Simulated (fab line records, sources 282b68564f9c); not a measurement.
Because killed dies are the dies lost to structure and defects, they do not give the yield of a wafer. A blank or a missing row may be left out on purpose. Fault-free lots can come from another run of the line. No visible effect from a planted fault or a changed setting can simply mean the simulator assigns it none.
What tool caused it? + flow ritCmos + 13 lots, 39 wafers sampled, at 3 steps of a route of 202

## WHAT THE GAUGES READ, wafer by wafer
RIT_ACTIVE_CD_MEAS_11: the cd target is 1400 nm.
| lot  | measured    | on       | cdNm (nm)            |
|------|-------------|----------|----------------------|
| L613 | day 1 14:37 | cdSem-02 | 1403.6 1404.6 1401.3 |
| L614 | day 1 19:28 | cdSem-01 | 1397.1 1397.4 1397.1 |
| L616 | day 2 05:26 | cdSem-01 | 1401.6 1401.2 1402.2 |
| L617 | day 2 10:34 | cdSem-01 | 1401.9 1400.5 1401.6 |
| L618 | day 2 17:53 | cdSem-01 | 1400.9 1398.4 1399.9 |
| L622 | day 3 11:34 | cdSem-01 | 1402.5 1401.7 1405.8 |
| L626 | day 4 07:28 | cdSem-01 | 1391.6 1346.1 1371.5 |
| L627 | day 4 12:35 | cdSem-02 | 1403.9 1401.4 1403.2 |
| L628 | day 4 18:05 | cdSem-02 | 1397.4 1402.2 1400.1 |
| L629 | day 5 00:58 | cdSem-01 | 1396.9 1398.4 1396.5 |
| L630 | day 5 03:28 | cdSem-01 | 1403.8 1404.3 1406.0 |
| L631 | day 5 08:28 | cdSem-02 | 1401.6 1401.3 1401.5 |
| L635 | day 6 04:52 | cdSem-02 | 1397.5 1395.8 1398.1 |

RIT_NWELL_OVL_MEAS_06.
| lot  | measured    | on         | NWELL_OVL (nm) |
|------|-------------|------------|----------------|
| L613 | day 1 20:41 | overlay-01 | 0.2 -0.6 1.0   |
| L614 | day 2 02:30 | overlay-02 | 0.6 -1.0 0.8   |
| L616 | day 2 11:26 | overlay-01 | 2.4 2.8 1.3    |
| L617 | day 2 18:10 | overlay-01 | 0.3 -0.9 -0.6  |
| L618 | day 2 23:45 | overlay-02 | -1.2 1.3 -0.7  |
| L622 | day 3 18:31 | overlay-01 | -1.0 -0.7 0.1  |
| L626 | day 4 13:13 | overlay-02 | -2.6 -0.8 -3.1 |
| L627 | day 4 21:48 | overlay-02 | 0.2 -0.7 0.8   |
| L628 | day 5 02:03 | overlay-02 | -2.1 -2.1 -1.9 |
| L629 | day 5 06:47 | overlay-01 | -2.2 -0.7 -3.8 |
| L630 | day 5 13:08 | overlay-01 | 1.2 1.1 1.4    |
| L631 | day 5 16:13 | overlay-01 | -1.6 -0.4 -1.4 |
| L635 | day 6 12:42 | overlay-02 | -0.6 -1.3 0.2  |

## EACH LOT AND THE TOOL THAT RAN IT (in order: tool; ch and the chambers of the sampled wafers; start)
| lot  | RIT_ACTIVE_EXPOSE_08              |
|------|-----------------------------------|
| L613 | ilineStepper-01 ch 0, day 1 14:13 |
| L614 | ilineStepper-01 ch 0, day 1 19:04 |
| L616 | ilineStepper-01 ch 0, day 2 05:02 |
| L617 | ilineStepper-02 ch 0, day 2 10:10 |
| L618 | ilineStepper-01 ch 0, day 2 17:29 |
| L622 | ilineStepper-02 ch 0, day 3 11:10 |
| L626 | ilineStepper-02 ch 0, day 4 07:04 |
| L627 | ilineStepper-01 ch 0, day 4 12:11 |
| L628 | ilineStepper-01 ch 0, day 4 17:41 |
| L629 | ilineStepper-01 ch 0, day 5 00:34 |
| L630 | ilineStepper-01 ch 0, day 5 03:04 |
| L631 | ilineStepper-01 ch 0, day 5 08:04 |
| L635 | ilineStepper-01 ch 0, day 6 04:28 |
- RIT_ACTIVE_EXPOSE_08: exposes mask M1, target cd 1400 nm.

## WHAT THE TOOLS THEMSELVES READ (means of the sampled wafers that have a number; where no wafer has one, the mark that the record gives instead)
RIT_ACTIVE_EXPOSE_08.
| lot  | tool            | exposureDoseMJCm2 |
|------|-----------------|-------------------|
| L613 | ilineStepper-01 | 226.6             |
| L614 | ilineStepper-01 | 226.7             |
| L616 | ilineStepper-01 | 226.5             |
| L617 | ilineStepper-02 | 225.3             |
| L618 | ilineStepper-01 | 226.9             |
| L622 | ilineStepper-02 | 225.3             |
| L626 | ilineStepper-02 | 216.8             |
| L627 | ilineStepper-01 | 226.5             |
| L628 | ilineStepper-01 | 226.8             |
| L629 | ilineStepper-01 | 226.9             |
| L630 | ilineStepper-01 | 226.8             |
| L631 | ilineStepper-01 | 226.3             |
| L635 | ilineStepper-01 | 226.5             |

## THE ANSWER, worked out from the rows above alone
Rule: the lots themselves supply what counts as usual. The widest of any qualifying gaps counts: lots, ordered by their means at a reading, are off when they make up no more than a third of the lots, leave a main group of 4 or more, and stand apart from it by 3 or more times the standard deviation of that group's means. Not used: any main group whose means are identical at the precision the tables above print for the reading. A lot without any number at a reading at which 4 lots or more have one is off too. Where the step has rows for the other lots, those lots are counted as sound. First the gauges in route order, then the tools' own readings, where a lot's mean is used as printed above. The first step at which some lot is off is used, and at that step the reading that is off furthest; a lot without a number counts as furthest.
Off: L626 (RIT_ACTIVE_CD_MEAS_11, cdNm). Mean 1400.8 nm and standard deviation 2.5 in the main group.
A tool fits if, at a process step before that reading, it ran every lot that is off, and no sound lot after the first of them. The gauges at RIT_ACTIVE_CD_MEAS_11 aren't tried: what is off there is off at RIT_ACTIVE_EXPOSE_08 too, on other tools, and a gauge's error can't cause that. One candidate fits, namely ilineStepper-02 at RIT_ACTIVE_EXPOSE_08. Its last sound lot is L622 (day 3 11:10), its first lot that is off L626 (day 4 07:04): a fault that began between those two fits.
The tool's own readings at RIT_ACTIVE_EXPOSE_08 bear it out: on the lots that are off they differ by more than 5 times the standard deviation of the sound lots' means. exposureDoseMJCm2 reads 216.8 there against 226.4 on the sound lots.

## WHAT THE SIMULATOR HAD PUT IN
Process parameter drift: ilineStepper-02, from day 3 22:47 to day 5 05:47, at RIT_ACTIVE_EXPOSE_08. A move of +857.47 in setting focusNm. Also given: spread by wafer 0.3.
Shown lots that were struck: L626. The rule above found the same.
